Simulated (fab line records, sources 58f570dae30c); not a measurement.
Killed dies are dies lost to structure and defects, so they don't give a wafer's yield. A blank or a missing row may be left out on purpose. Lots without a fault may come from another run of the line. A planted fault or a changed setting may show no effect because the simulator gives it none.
A struck lot beside a sound one | flow berkeley_cmos170 | 43 steps out of a route of 331
Sound: wafers L962.2, L962.5, L962.6. Struck: wafers L972.2, L972.3, L972.5. The cause comes at the end.
At each step with rows: each side's tool, then ch and its chambers, then its first start. Under that, the readings that differ: sound wafers | struck wafers | difference of the means | sigmas: that difference in standard deviations of wafers without a fault.
alike: readings whose means differ by less than 2 such deviations, and words and numbers that are the same on both sides. not compared: withheld readings, readings that some wafer has no value for, bounds like >300 that may hide the same value, and numbers for which the record gives no deviation and whose values overlap.
The two part at a step that has a row with sigmas, a row that says differs or no value, or rows on one side only. Numbers that don't overlap but have no deviation are shown without sigmas and don't part them. A reading that every wafer of one side lacks parts them only if that side has two wafers or more.

first, 8 steps without rows for these wafers: UCB170_CONTACT_CLEAN_07 (cleans in SPM, time 600 s); UCB170_CONTACT_RTA_08 (time 10 s); UCB170_CONTACT_COAT_09; UCB170_CONTACT_COAT_10 (resist thk 900 nm); UCB170_CONTACT_SOFTBAKE_11 (time 60 s); UCB170_CONTACT_EXPOSE_12 (exposes mask CONT, target cd 700 nm); UCB170_CONTACT_PEB_13; UCB170_CONTACT_DEVELOP_14 (develop time 45 s).
UCB170_CONTACT_CD_MEAS_15: target cd 700 nm.
  sound on cd_sem-02, day 9 04:17; struck on cd_sem-02, day 11 11:52
  reading    | sound             | struck            | difference | sigmas
  cd_nm (nm) | 699.2 698.4 697.1 | 701.3 701.0 701.4 | +3.0       | +2
UCB170_CONTACT_OVL_MEAS_16:
  sound on overlay-02, day 9 04:24; struck on overlay-02, day 11 11:58
  alike: CONTACT_OVL
UCB170_CONTACT_ETCH_17: etches BARC in N2/H2.
  sound on rie_diel-01 ch 1,2, day 9 04:26; struck on rie_diel-03 ch 0,2,3, day 11 12:00
  alike: drypump_motor_current_A, oes_product_au, throttle_valve_pct
UCB170_CONTACT_ETCH_18: etches PSG in CHF3/CF4/Ar, stops on TiSi2, target depth 840 nm, time 195 s.
  sound on rie_diel-01 ch 1,2; struck on rie_diel-03 ch 0,2,3
  alike: drypump_motor_current_A, oes_product_au, throttle_valve_pct
  not compared: rf_hours_counter_h
UCB170_CONTACT_STRIP_19: strips in O2.
  sound on plasma_asher-04 ch 0,1, day 9 04:36; struck on plasma_asher-04 ch 0, day 11 12:10
  alike: drypump_motor_current_A, oes_product_au
  not compared: rf_hours_counter_h
UCB170_CONTACT_CD_MEAS_90: target cd 700 nm.
  sound on cd_sem-01, day 9 04:43; struck on cd_sem-01, day 11 12:17
  reading    | sound             | struck            | difference | sigmas
  cd_nm (nm) | 696.2 695.2 696.3 | 700.8 700.9 701.6 | +5.2       | +3
then, 2 steps without rows for these wafers: UCB170_CONTACT_CLEAN_20 (cleans in SPM, time 600 s); UCB170_M1_SPUTTER_00 (material Al, target thk 600 nm, time 80 s).
UCB170_M1_RS_MEAS_01: measures by four-point-probe.
  sound on film_metro-01, day 9 05:15; struck on film_metro-01, day 11 12:57
  reading           | sound                | struck               | difference | sigmas
  M1_AL_RS (ohm/sq) | 0.0504 0.0491 0.0492 | 0.0476 0.0485 0.0478 | -0.0016    | -2
UCB170_M1_THK_MEAS_02: measures by xrf.
  sound on film_metro-01, day 9 05:22; struck on film_metro-01, day 11 13:04
  reading        | sound       | struck      | difference | sigmas
  M1_AL_THK (nm) | 577 594 589 | 611 600 610 | +20        | +2
then, 6 steps without rows for these wafers: UCB170_M1_COAT_03; UCB170_M1_COAT_04 (resist thk 900 nm); UCB170_M1_SOFTBAKE_05 (time 60 s); UCB170_M1_EXPOSE_06 (exposes mask METAL1, target cd 700 nm); UCB170_M1_PEB_07; UCB170_M1_DEVELOP_08 (develop time 45 s).
UCB170_M1_CD_MEAS_09: target cd 700 nm.
  sound on cd_sem-01, day 9 06:44; struck on cd_sem-01, day 11 14:51
  alike: cd_nm
UCB170_M1_OVL_MEAS_10:
  sound on overlay-01, day 9 06:50; struck on overlay-02, day 11 14:58
  alike: M1_OVL
then, 2 steps without rows for these wafers: UCB170_M1_ETCH_11 (etches BARC in N2/H2); UCB170_M1_METAL_ETCH_12 (etches Al in Cl2/BCl3, stops on PSG, target depth 780 nm, time 130 s).
UCB170_M1_STRIP_13: strips in O2.
  sound on plasma_asher-02 ch 0,1, day 9 07:02; struck on plasma_asher-02 ch 0, day 11 15:10
  alike: drypump_motor_current_A, oes_product_au
  not compared: rf_hours_counter_h
UCB170_M1_CD_MEAS_90: target cd 700 nm.
  sound on cd_sem-02, day 9 07:10; struck on cd_sem-02, day 11 15:17
  alike: cd_nm
then, 1 step without rows for these wafers: UCB170_M1_ANNEAL_14 (time 1200 s).
UCB170_V1_CVD_00: deposits SiO2 from TEOS/O2, target thk 2000 nm, time 250 s.
  sound on pecvd-03 ch 0,2, day 9 09:55; struck on pecvd-03 ch 0,1,2, day 11 16:43
  alike: heater_power_w
UCB170_V1_THK_MEAS_01:
  sound on film_metro-04, day 9 10:04; struck on film_metro-02, day 11 16:53
  alike: V1_TEOS_THK
UCB170_V1_CMP_02: polishes SiO2.
  sound on cmp-02 ch 2,3, day 9 10:07; struck on cmp-01 ch 1,2,3, day 11 17:02
  alike: motor_current_A, platen_rpm
UCB170_V1_BOW_MEAS_03:
  sound on film_metro-04, day 9 10:26; struck on film_metro-04, day 11 17:15
  alike: V1_BOW
UCB170_V1_THK_MEAS_04:
  sound on film_metro-04, day 9 10:33; struck on film_metro-04, day 11 17:22
  alike: V1_POLISHED_THK
then, 6 steps without rows for these wafers: UCB170_V1_CLEAN_05 (cleans in DIW); UCB170_V1_HMDS_06 (prime time 60 s); UCB170_V1_COAT_07 (resist thk 900 nm); UCB170_V1_SOFTBAKE_08 (time 60 s); UCB170_V1_EXPOSE_09 (exposes mask VIA1, target cd 700 nm); UCB170_V1_PEB_10.
UCB170_M3_PROBE_99:
  the record has rows for the struck wafers here (prober-02, day 12 07:46) and none for the sound ones

WHERE THEY PART
First at UCB170_CONTACT_CD_MEAS_15; last, within this record, at UCB170_M3_PROBE_99.

WHY: what the simulator had put in
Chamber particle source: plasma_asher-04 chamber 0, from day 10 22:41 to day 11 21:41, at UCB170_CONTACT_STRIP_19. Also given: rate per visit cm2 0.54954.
